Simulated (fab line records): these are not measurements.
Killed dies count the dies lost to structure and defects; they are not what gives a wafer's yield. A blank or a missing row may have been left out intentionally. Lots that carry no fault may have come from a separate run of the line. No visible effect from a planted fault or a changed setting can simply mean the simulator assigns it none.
Chamber matching / flow berkeleyCmos170 / 4 sister chambers for UCB170_V2_CMP_02 on cmp-02
The step polishes SiO2. 4 wafers are shown with their chamber, then 9 later ones without.

## EACH WAFER AND ITS CHAMBER
wafer=L391.2; chamber=3; motorCurrentA (A)=16.9
wafer=L396.1; chamber=0; motorCurrentA (A)=18.0
wafer=L396.3; chamber=1; motorCurrentA (A)=17.8
wafer=L396.4; chamber=2; motorCurrentA (A)=15.5

## WAFERS WITH NO CHAMBER GIVEN
wafer=L400.4; motorCurrentA (A)=15.5
wafer=L400.5; motorCurrentA (A)=16.2
wafer=L400.6; motorCurrentA (A)=16.4
wafer=L399.3; motorCurrentA (A)=18.2
wafer=L399.4; motorCurrentA (A)=18.3
wafer=L399.6; motorCurrentA (A)=16.7
wafer=L405.1; motorCurrentA (A)=17.7
wafer=L405.3; motorCurrentA (A)=16.6
wafer=L405.6; motorCurrentA (A)=17.5

## CHAMBER TAKEN BY EACH
wafer=L400.4; from the rows above=2; in truth=2
wafer=L400.5; from the rows above=can't be placed: 2 or 3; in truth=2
wafer=L400.6; from the rows above=can't be placed: 3 or 2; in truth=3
wafer=L399.3; from the rows above=can't be placed: 0 or 1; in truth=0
wafer=L399.4; from the rows above=can't be placed: 0 or 1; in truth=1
wafer=L399.6; from the rows above=3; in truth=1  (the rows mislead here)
wafer=L405.1; from the rows above=can't be placed: 1 or 0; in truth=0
wafer=L405.3; from the rows above=3; in truth=3
wafer=L405.6; from the rows above=can't be placed: 1 or 0 or 3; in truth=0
Correctly placed: 2 of 9. Unplaceable from these rows: 6, with the true chamber sitting among the candidates in 6. Placed wrongly: 1.
How it was worked out, from the rows above alone: a wafer's distance from a chamber is the root of the sum, over the readings, of the square of ((its reading less the chamber's mean) divided by the reading's scatter). The wafer belongs to the nearest chamber; if the next one is less than 2 further off, it can't be placed. For every chamber, the mean is computed from those of its wafers that are shown. The scatter: root of mean squared gap, hidden wafer to nearest shown wafer, with one shown wafer a chamber.
